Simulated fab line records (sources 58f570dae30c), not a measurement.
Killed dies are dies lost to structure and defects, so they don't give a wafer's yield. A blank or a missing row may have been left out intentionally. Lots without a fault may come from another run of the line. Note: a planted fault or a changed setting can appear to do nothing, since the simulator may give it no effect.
Struck lot and sound lot, side by side    flow berkeley-cmos170    14 steps out of a route of 331
Sound: these wafers, L666.2, L666.3, L666.4. The struck wafers were L677.1, L677.4, L677.5. At the end, the cause is stated.
For every step that has rows: the tool of each side, followed by ch and its chambers, followed by its first start. Under that, the readings that differ: sound wafers    struck wafers    difference of the means    sigmas: that difference in standard deviations of wafers without a fault.
alike: readings with means less than 2 such deviations apart, plus words and numbers identical on both sides. not compared: withheld readings, readings lacking a value on some wafer, bounds such as >300 that could conceal the same value, and numbers that have no deviation in the record and whose values overlap.
A row with sigmas, a row that says differs or no value, or rows on one side alone: a step with any of these is where the two part. Numbers that have no deviation but don't overlap get no sigmas and don't part them. A reading missing from all wafers of one side parts the sides only when that side holds two or more wafers.

UCB170_PLDD_CD_MEAS_06: the cd target is 1200 nm.
  sound: cd-sem-01 at day 8 04:04; struck: cd-sem-01 at day 10 13:14
  alike: cd-nm
UCB170_PLDD_OVL_MEAS_07:
  sound: overlay-01 at day 8 04:10; struck: overlay-01 at day 10 13:21
  alike: PLDD_OVL
then, 2 steps without rows for these wafers: UCB170_PLDD_IMPLANT_08; UCB170_PLDD_IMPLANT_09.
UCB170_PLDD_STRIP_10: strips in O2.
  sound on plasma-asher-01 ch 0,1, day 8 04:37; struck on plasma-asher-03 ch 0,1, day 10 13:41
  alike: drypump-motor-current-A, oes-product-au, strip-time-to-endpoint-s
  not compared: rf-hours-counter-h
UCB170_PLDD_TW_MEAS_11:
  sound: film-metro-04 at day 8 04:44; struck: film-metro-04 at day 10 13:47
  alike: PLDD_TW
then, 6 steps without rows for these wafers: UCB170_PLDD_CLEAN_12 (cleans in SPM, time 600 s); UCB170_NLDD_HMDS_00 (prime time 60 s); UCB170_NLDD_COAT_01 (resist thk 900 nm); UCB170_NLDD_SOFTBAKE_02 (time 60 s); UCB170_NLDD_EXPOSE_03 (exposes mask NSELECT, target cd 1200 nm); UCB170_NLDD_PEB_04.
UCB170_NLDD_DEVELOP_05: develop time 45 s.
  struck on litho-track-01, day 10 14:00; sound on litho-track-04 ch 0, day 8 06:00
  no value came back on the struck wafers for chill-plate-temp-C (C), develop-time-s (s), developer-temp-C (C), exhaust-pa (Pa); on the sound wafers chill-plate-temp-C (C) reads 23.11 22.97 22.84
reading                                sound              struck             difference  sigmas
model.KrF_of_NLDD_COAT_01.thk-nm (nm)  883.7 885.8 882.4  895.9 896.6 896.9  +12.5       
UCB170_NLDD_CD_MEAS_06: the cd target is 1200 nm.
  sound: cd-sem-02 at day 8 06:22; struck: cd-sem-02 at day 10 15:06
reading     sound                 struck  difference                     sigmas
cd-nm (nm)  1199.3 1200.0 1200.4  - - -   no value on the struck wafers  

## WHERE THEY PART
Last at UCB170_NLDD_CD_MEAS_06 as far as this record goes, first at UCB170_NLDD_DEVELOP_05.

WHY: the cause the simulator had injected
Skipped step whole: litho-track-01, from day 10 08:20 on, at UCB170_NLDD_DEVELOP_05. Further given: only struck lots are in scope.
